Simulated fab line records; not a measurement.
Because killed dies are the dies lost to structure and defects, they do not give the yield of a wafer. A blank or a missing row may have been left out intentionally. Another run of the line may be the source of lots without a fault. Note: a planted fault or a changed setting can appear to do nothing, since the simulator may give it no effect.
Split-lot trial || flow berkeley_cmos170 || 5 lots, 23 wafers read, on a route of 331 steps

== ABOUT THE SPLIT ==
At UCB170_V2_CMP_02 (polishes SiO2), the setting leave_above_ref_nm was moved away from the recipe's 1000 nm on 6 of the 23 wafers read, by -3.9% to -2.2%. This setting was run at the recipe's value on the other wafers.

Between the split and the reading, the file records no step.

== THE READING ==
Values of V2_POLISHED_THK in nm from UCB170_V2_THK_MEAS_04. On this fab line, fault-free wafers typically give 1000.4 nm with a standard deviation of 1.3 nm.

{"wafer": "L074.1", "tool, chamber at the split": "cmp-01, 0", "leave_above_ref_nm as run, nm": 1000, "against the recipe": "recipe", "V2_POLISHED_THK, nm": 999.6, "against lot-mates on the recipe": "-"}
{"wafer": "L074.2", "tool, chamber at the split": "cmp-01, 2", "leave_above_ref_nm as run, nm": 1000, "against the recipe": "recipe", "V2_POLISHED_THK, nm": 998.9, "against lot-mates on the recipe": "-"}
{"wafer": "L074.3", "tool, chamber at the split": "cmp-01, 1", "leave_above_ref_nm as run, nm": 977.8, "against the recipe": "-2.2%", "V2_POLISHED_THK, nm": 977.2, "against lot-mates on the recipe": -22.1}
{"wafer": "L074.4", "tool, chamber at the split": "cmp-01, 3", "leave_above_ref_nm as run, nm": 977.8, "against the recipe": "-2.2%", "V2_POLISHED_THK, nm": 977.1, "against lot-mates on the recipe": -22.2}
{"wafer": "L074.6", "tool, chamber at the split": "cmp-01, 3", "leave_above_ref_nm as run, nm": 1000, "against the recipe": "recipe", "V2_POLISHED_THK, nm": 999.4, "against lot-mates on the recipe": "-"}
{"wafer": "L076.1", "tool, chamber at the split": "cmp-02, 1", "leave_above_ref_nm as run, nm": 961.6, "against the recipe": "-3.8%", "V2_POLISHED_THK, nm": 963.3, "against lot-mates on the recipe": -38.6}
{"wafer": "L076.3", "tool, chamber at the split": "cmp-02, 2", "leave_above_ref_nm as run, nm": 961.6, "against the recipe": "-3.8%", "V2_POLISHED_THK, nm": 963.4, "against lot-mates on the recipe": -38.5}
{"wafer": "L076.4", "tool, chamber at the split": "cmp-02, 3", "leave_above_ref_nm as run, nm": 1000, "against the recipe": "recipe", "V2_POLISHED_THK, nm": 1002.7, "against lot-mates on the recipe": "-"}
{"wafer": "L076.5", "tool, chamber at the split": "cmp-02, 1", "leave_above_ref_nm as run, nm": 1000, "against the recipe": "recipe", "V2_POLISHED_THK, nm": 1001.8, "against lot-mates on the recipe": "-"}
{"wafer": "L076.6", "tool, chamber at the split": "cmp-02, 2", "leave_above_ref_nm as run, nm": 1000, "against the recipe": "recipe", "V2_POLISHED_THK, nm": 1001.2, "against lot-mates on the recipe": "-"}
{"wafer": "L082.1", "tool, chamber at the split": "cmp-02, 2", "leave_above_ref_nm as run, nm": 1000, "against the recipe": "recipe", "V2_POLISHED_THK, nm": 998.1, "against lot-mates on the recipe": "-"}
{"wafer": "L082.3", "tool, chamber at the split": "cmp-02, 0", "leave_above_ref_nm as run, nm": 1000, "against the recipe": "recipe", "V2_POLISHED_THK, nm": 1001.5, "against lot-mates on the recipe": "-"}
{"wafer": "L082.4", "tool, chamber at the split": "cmp-02, 1", "leave_above_ref_nm as run, nm": 1000, "against the recipe": "recipe", "V2_POLISHED_THK, nm": 999.9, "against lot-mates on the recipe": "-"}
{"wafer": "L084.1", "tool, chamber at the split": "cmp-02, 3", "leave_above_ref_nm as run, nm": 1000, "against the recipe": "recipe", "V2_POLISHED_THK, nm": 1000.1, "against lot-mates on the recipe": "-"}
{"wafer": "L084.2", "tool, chamber at the split": "cmp-02, 0", "leave_above_ref_nm as run, nm": 1000, "against the recipe": "recipe", "V2_POLISHED_THK, nm": 1003.0, "against lot-mates on the recipe": "-"}
{"wafer": "L084.3", "tool, chamber at the split": "cmp-02, 2", "leave_above_ref_nm as run, nm": 1000, "against the recipe": "recipe", "V2_POLISHED_THK, nm": 999.8, "against lot-mates on the recipe": "-"}
{"wafer": "L084.4", "tool, chamber at the split": "cmp-02, 1,2", "leave_above_ref_nm as run, nm": 1000, "against the recipe": "recipe", "V2_POLISHED_THK, nm": 999.9, "against lot-mates on the recipe": "-"}
{"wafer": "L084.5", "tool, chamber at the split": "cmp-02, 1,2", "leave_above_ref_nm as run, nm": 1000, "against the recipe": "recipe", "V2_POLISHED_THK, nm": 999.8, "against lot-mates on the recipe": "-"}
{"wafer": "L083.1", "tool, chamber at the split": "cmp-02, 1", "leave_above_ref_nm as run, nm": 961.2, "against the recipe": "-3.9%", "V2_POLISHED_THK, nm": 961.2, "against lot-mates on the recipe": -39.3}
{"wafer": "L083.2", "tool, chamber at the split": "cmp-02, 2,1", "leave_above_ref_nm as run, nm": 1000, "against the recipe": "recipe", "V2_POLISHED_THK, nm": 1001.2, "against lot-mates on the recipe": "-"}
{"wafer": "L083.4", "tool, chamber at the split": "cmp-02, 3", "leave_above_ref_nm as run, nm": 1000, "against the recipe": "recipe", "V2_POLISHED_THK, nm": 1000.5, "against lot-mates on the recipe": "-"}
{"wafer": "L083.5", "tool, chamber at the split": "cmp-02, 2", "leave_above_ref_nm as run, nm": 961.2, "against the recipe": "-3.9%", "V2_POLISHED_THK, nm": 962.3, "against lot-mates on the recipe": -38.2}
{"wafer": "L083.6", "tool, chamber at the split": "cmp-02, 2,1", "leave_above_ref_nm as run, nm": 1000, "against the recipe": "recipe", "V2_POLISHED_THK, nm": 999.9, "against lot-mates on the recipe": "-"}
Rows listing several chambers each stand for several wafers; the file does not say which wafer went through which chamber.

FIT RESULTS
A straight line over all 23 wafers: V2_POLISHED_THK changes by +9.89 nm for each +1% of leave_above_ref_nm; r = +1.00; the points scatter about the line by 1.3 nm.
The same after taking each lot's own level away (the mean of its wafers on the recipe; 23 wafers): +10 nm for each +1%; r = +1.00; scatter 0.88 nm.
On that fit, the largest move of leave_above_ref_nm shifts the reading by 39 nm.
The span of the lots' own levels, 999.30 to 1001.90 nm, comes to 2.0 times the standard deviation stated above.
The two slopes agree, so the slope changes little with the lot-to-lot level.
Check: with one of the wafers moved furthest among these (-3.9%) left out of the fit, the line predicts -38.7 nm for it against its lot-mates. Against them it came out at -39.3 nm.

== THE WHOLE CHAIN: every reading that the file lists as answering this split, in the file's order ==
{"step": "UCB170_V2_CMP_02", "what it does": "polishes SiO2", "reading": "SiO2_of_V2_CVD_00.thk_nm (the simulator's own value, which no gauge read)", "change (the file's fit)": "+9.86 nm for each +1% of the setting", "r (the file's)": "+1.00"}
{"step": "UCB170_V2_THK_MEAS_04", "what it does": "", "reading": "V2_POLISHED_THK", "change (the file's fit)": "+10 for each +1% of the setting", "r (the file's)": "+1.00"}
{"step": "UCB170_V2_ETCH_14", "what it does": "etches SiO2 in CHF3/CF4/Ar, stops on Al, target depth 1250 nm, time 291 s", "reading": "V2.feature_depth_nm (the simulator's own value, which no gauge read)", "change (the file's fit)": "+9.97 nm for each +1% of the setting", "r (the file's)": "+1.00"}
{"step": "UCB170_V2_ETCH_14", "what it does": "etches SiO2 in CHF3/CF4/Ar, stops on Al, target depth 1250 nm, time 291 s", "reading": "etch.depth_nm (the simulator's own value, which no gauge read)", "change (the file's fit)": "+9.86 nm for each +1% of the setting", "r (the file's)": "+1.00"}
{"step": "UCB170_M3_METAL_ETCH_18", "what it does": "etches Al in Cl2/BCl3, stops on SiO2, target depth 1170 nm, time 195 s", "reading": "SiO2_of_V2_CVD_00.thk_nm (the simulator's own value, which no gauge read)", "change (the file's fit)": "+9.18 nm for each +1% of the setting", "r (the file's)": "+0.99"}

== FILE'S OWN FIT ==
V2_POLISHED_THK changes by +10 nm for each +1% of leave_above_ref_nm, r = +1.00.
